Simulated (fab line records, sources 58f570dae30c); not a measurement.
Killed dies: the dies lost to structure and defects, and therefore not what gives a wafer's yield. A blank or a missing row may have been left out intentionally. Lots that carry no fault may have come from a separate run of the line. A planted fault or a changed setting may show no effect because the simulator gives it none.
Comparing a struck lot with a sound one :: flow berkeleyCmos170 :: 44 steps out of a route of 331
Sound: wafers L931.1, L931.2, L931.5. Struck: wafers L937.1, L937.4, L937.5. Last of all comes the cause.
At each step with rows: each side's tool, then ch and its chambers, then its first start. Under that, the readings that differ: sound wafers :: struck wafers :: difference of the means :: sigmas: that difference in standard deviations of wafers without a fault.
alike: readings with means less than 2 such deviations apart, plus words and numbers identical on both sides. not compared: withheld readings, readings lacking a value on some wafer, bounds such as >300 that could conceal the same value, and numbers that have no deviation in the record and whose values overlap.
Wherever a step has rows on one side only, a row that says differs or no value, or a row with sigmas, the two part there. When numbers do not overlap yet have no deviation, they are printed without sigmas and do not part them. A reading that every wafer of one side lacks parts them only if that side has two wafers or more.

UCB170_SDANNEAL_RTA_01: time 5 s.
  sound on rtpAnneal-01 ch 0, day 7 17:37; struck on rtpAnneal-01 ch 0, day 9 09:34
  alike: lampPowerPct, wafer_temp_C_max
UCB170_SDANNEAL_RS_MEAS_02: measurement is done with a four-point probe.
  sound on filmMetro-02 at day 7 17:41; struck on filmMetro-03 at day 9 09:37
  alike: PSD_RS
UCB170_SDANNEAL_RS_MEAS_03: measurement is done with a four-point probe.
  sound on filmMetro-02 at day 7 17:48; struck on filmMetro-03 at day 9 09:44
  alike: NSD_RS
UCB170_SDANNEAL_RS_MEAS_04: measurement is done with a four-point probe.
  sound on filmMetro-02 at day 7 17:55; struck on filmMetro-03 at day 9 09:52
  alike: PLDD_RS
UCB170_SDANNEAL_RS_MEAS_05: measurement is done with a four-point probe.
  sound on filmMetro-02 at day 7 18:02; struck on filmMetro-03 at day 9 09:59
  alike: NLDD_RS
then, 2 steps without rows for these wafers: UCB170_SILICIDE_PRE_CLEAN_00 (preclean etch time 60 s); UCB170_SILICIDE_SPUTTER_01 (material Ti, target thk 30 nm, time 25.64 s).
UCB170_SILICIDE_RS_MEAS_02: measurement is done with a four-point probe.
  sound on filmMetro-04 at day 7 18:15; struck on filmMetro-04 at day 9 10:12
  alike: SILICIDE_TI_RS
UCB170_SILICIDE_THK_MEAS_03: measures by xrf.
  sound on filmMetro-04 at day 7 18:22; struck on filmMetro-04 at day 9 10:19
  alike: SILICIDE_TI_THK
UCB170_SILICIDE_RTA_04: time 15 s.
  sound on rtpAnneal-02 ch 0, day 7 18:26; struck on rtpAnneal-02 ch 0, day 9 10:23
  alike: lampPowerPct, wafer_temp_C_max
then, 2 steps without rows for these wafers: UCB170_SILICIDE_WET_ETCH_05 (etches Ti in SPM, time 45 s); UCB170_CONTACT_CLEAN_00 (cleans in SPM, time 600 s).
UCB170_CONTACT_CVD_01: deposits PSG from SiH4/O2/PH3, target thk 700 nm, time 2820 s.
  sound on lpcvd-01 ch 0, day 7 18:42; struck on lpcvd-02 ch 1, day 9 10:39
reading: ph3FlowSccm (sccm)
sound: 25.04 24.93 25.05
struck: 29.87 29.82 30.05
difference: +4.91
sigmas: +58

reading: spikeTcLoadC (C)
sound: 466 464 467
struck: 474 472 474
difference: +8
sigmas: +2

reading: model.PSG_of_CONTACT_CVD_01.thkNm (nm)
sound: 697.2 704 700.9
struck: 715.2 711.3 716.5
difference: +13.6
sigmas: 
  alike: spikeTcCentreC
UCB170_CONTACT_THK_MEAS_02:
  sound on filmMetro-02 at day 7 20:29; struck on filmMetro-04 at day 9 12:26
  alike: CONTACT_PSG_THK
then, 12 steps without rows for these wafers: UCB170_CONTACT_HMDS_03 (prime time 60 s); UCB170_CONTACT_COAT_04 (resist thk 900 nm); UCB170_CONTACT_SOFTBAKE_05 (time 60 s); UCB170_CONTACT_STRIP_06 (strips in O2); UCB170_CONTACT_CLEAN_07 (cleans in SPM, time 600 s); UCB170_CONTACT_RTA_08 (time 10 s); UCB170_CONTACT_COAT_09; UCB170_CONTACT_COAT_10 (resist thk 900 nm); UCB170_CONTACT_SOFTBAKE_11 (time 60 s); UCB170_CONTACT_EXPOSE_12 (exposes mask CONT, target cd 700 nm); UCB170_CONTACT_PEB_13; UCB170_CONTACT_DEVELOP_14 (develop time 45 s).
UCB170_CONTACT_CD_MEAS_15 targets a cd of 700 nm.
  sound on cdSem-02 at day 7 22:11; struck on cdSem-01 at day 9 16:43
  alike: cdNm
UCB170_CONTACT_OVL_MEAS_16:
  sound on overlay-01 at day 7 22:18; struck on overlay-01 at day 9 16:50
  alike: CONTACT_OVL
UCB170_CONTACT_ETCH_17: etches BARC in N2/H2.
  sound on rieDiel-03 ch 0,3, day 7 22:20; struck on rieDiel-04 ch 0,1,2, day 9 16:52
  alike: drypumpMotorCurrentA, h2FlowSccm, oesProductAu, throttleValvePct
UCB170_CONTACT_ETCH_18: etches PSG in CHF3/CF4/Ar, stops on TiSi2, target depth 840 nm, time 195 s.
  sound: rieDiel-03 ch 0,3; struck: rieDiel-04 ch 0,1,2
reading: model.etch.depthNm (nm)
sound: 697.2 704 700.9
struck: 715.2 711.3 716.5
difference: +13.6
sigmas: 

reading: model.CONTACT.featureDepthNm (nm)
sound: 697.2 704 700.9
struck: 715.2 711.3 716.5
difference: +13.6
sigmas: 
  alike: cf4FlowSccm, drypumpMotorCurrentA, oesProductAu, throttleValvePct
  not compared: rfHoursCounterH
UCB170_CONTACT_STRIP_19: strips in O2.
  sound on plasmaAsher-04 ch 0,1, day 7 22:30; struck on plasmaAsher-04 ch 1, day 9 17:02
  alike: drypumpMotorCurrentA, oesProductAu
  not compared: rfHoursCounterH
UCB170_CONTACT_CD_MEAS_90 targets a cd of 700 nm.
  sound on cdSem-01 at day 7 22:36; struck on cdSem-01 at day 9 17:08
  alike: cdNm
then, 2 steps without rows for these wafers: UCB170_CONTACT_CLEAN_20 (cleans in SPM, time 600 s); UCB170_M1_SPUTTER_00 (material Al, target thk 600 nm, time 80 s).
UCB170_M1_RS_MEAS_01: measurement is done with a four-point probe.
  sound on filmMetro-02 at day 7 23:02; struck on filmMetro-01 at day 9 17:39
  alike: M1_AL_RS
UCB170_M1_THK_MEAS_02: measures by xrf.
  sound on filmMetro-02 at day 7 23:09; struck on filmMetro-01 at day 9 17:46
  alike: M1_AL_THK
then, 4 steps without rows for these wafers: UCB170_M1_COAT_03; UCB170_M1_COAT_04 (resist thk 900 nm); UCB170_M1_SOFTBAKE_05 (time 60 s); UCB170_M1_EXPOSE_06 (exposes mask METAL1, target cd 700 nm).
UCB170_M1_PEB_07:
  sound on lithoTrack-04 ch 0, day 8 00:05; struck on lithoTrack-01 ch 0, day 9 18:43
  alike: plateSensorTCentreC, plateSensorTEdgeC
then, 1 step without rows for these wafers: UCB170_M1_DEVELOP_08 (develop time 45 s).
UCB170_M1_METAL_ETCH_12: etches Al in Cl2/BCl3, stops on PSG, target depth 780 nm, time 130 s.
  sound on rieMetal-01 ch 0,1, day 8 00:34; struck on rieMetal-04 ch 0,1, day 9 19:11
reading: oesProductAu (a.u.)
sound: 0.839 0.839 0.835
struck: 0.878 0.847 0.881
difference: +0.031
sigmas: +2

reading: model.PSG_of_CONTACT_CVD_01.thkNm (nm)
sound: 659.6 666.7 663.6
struck: 676.7 673.4 678
difference: +12.7
sigmas: 
  alike: drypumpMotorCurrentA, heBacksideLeakSccm, throttleValvePct
  not compared: rfHoursCounterH
then, 1 step without rows for these wafers: UCB170_M3_PROBE_99.

## WHERE THEY PART
Earliest at UCB170_CONTACT_CVD_01; latest, in this record, at UCB170_M1_METAL_ETCH_12.

WHY: what the simulator had put in
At UCB170_CONTACT_CVD_01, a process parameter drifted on lpcvd-02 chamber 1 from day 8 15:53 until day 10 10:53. Setting ph3FlowSccm, moved by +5, from 25.
